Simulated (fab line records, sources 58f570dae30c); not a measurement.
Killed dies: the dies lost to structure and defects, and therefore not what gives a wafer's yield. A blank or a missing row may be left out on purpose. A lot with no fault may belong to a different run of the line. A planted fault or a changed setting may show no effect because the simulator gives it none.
One fault through the eyes of 2 desks + flow berkeley cmos170 + only its own numbers are on each desk; what lay behind them is given at the end

== DESK OF THE TOOL OWNER: krf scanner-01 ==
The tool's own readings at UCB170_NWELL_EXPOSE_09 (exposes mask NWELL, target cd 3000 nm): means of the sampled wafers that have a number, for each lot that ran on this tool. A lot is out of limits, marked OUT, if its mean lies more than 4 standard deviations from the usual mean; the brackets give that distance.
Columns: A = exposure dose mJ cm2 at UCB170_NWELL_EXPOSE_09, usual 25.001
| lot  | first seen here | A                |
|------|-----------------|------------------|
| L442 | day 2 03:43     | 25.004           |
| L443 | day 2 03:50     | 24.983           |
| L445 | day 2 19:59     | 24.992           |
| L446 | day 3 06:27     | 25.032           |
| L451 | day 4 06:37     | 24.999           |
| L455 | day 4 20:03     | 25.001           |
| L454 | day 4 20:11     | 25.010           |
| L457 | day 5 11:50     | 27.291 (+95) OUT |
| L459 | day 6 02:46     | 27.284 (+95) OUT |
| L461 | day 6 08:49     | 27.269 (+94) OUT |
| L463 | day 6 19:57     | 27.275 (+95) OUT |
This desk's verdict: out of limits on L457, L459, L461, L463, starting with L457 at day 5 11:50 (exposure dose mJ cm2 at UCB170_NWELL_EXPOSE_09). Within limits: L442, L443, L445, L446, L451, L455, L454.

== THE METROLOGY DESK ==
What the gauges read, lot by lot, whatever tool the lot ran on: means of the sampled wafers that have a number. A lot is out of limits, marked OUT, if its mean lies more than 4 standard deviations from the usual mean; the brackets give that distance.
Columns: A = ACTIVE_OVL at UCB170_ACTIVE_OVL_MEAS_14, usual -3 nm; B = FIELD_OXIDE_LEFT_2_THK at UCB170_FIELD_THK_MEAS_91, usual 355 nm
| lot  | first seen here | A   | B   |
|------|-----------------|-----|-----|
| L443 | day 4 01:42     | -1  | 356 |
| L442 | day 4 02:10     | -2  | 343 |
| L445 | day 4 18:40     | -1  | 362 |
| L446 | day 5 04:58     | -3  | 364 |
| L450 | day 5 22:46     | -4  | 353 |
| L451 | day 6 08:13     | -3  | 359 |
| L452 | day 6 13:07     | -3  | 358 |
| L453 | day 6 13:16     | -9  | 351 |
| L454 | day 6 19:14     | 2   | 343 |
| L455 | day 6 19:29     | -6  | 361 |
| L456 | day 7 08:06     | -5  | 346 |
| L457 | day 7 16:37     | -5  | 354 |
| L459 | day 8 01:55     | -1  | 365 |
| L461 | day 8 02:10     | 3   | 351 |
| L463 | day 8 17:38     | 5   | 352 |
| L464 | day 8 17:52     | -11 | 341 |
This desk's verdict: no lot among the 16 shows anything out of limits.

== ALL TOGETHER ==
An alarm could have come from the tool owner's desk at day 5 11:50, on L457, L459, L461, L463.
The metrology desk saw nothing out of limits.
The metrology desk holds a record of L457, L459, L461, L463, inside its limits.
On krf scanner-01, each named lot ran UCB170_NWELL_EXPOSE_09.

== WHAT THE SIMULATOR HAD INSERTED ==
Process parameter drift: krf scanner-01, from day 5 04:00 on, at UCB170_NWELL_EXPOSE_09. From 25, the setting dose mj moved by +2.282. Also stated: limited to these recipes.
Lots struck among those shown: L457, L459, L461, L463.
Hours from the fault's start to each desk's first reading out of limits: the tool owner's desk, 8.
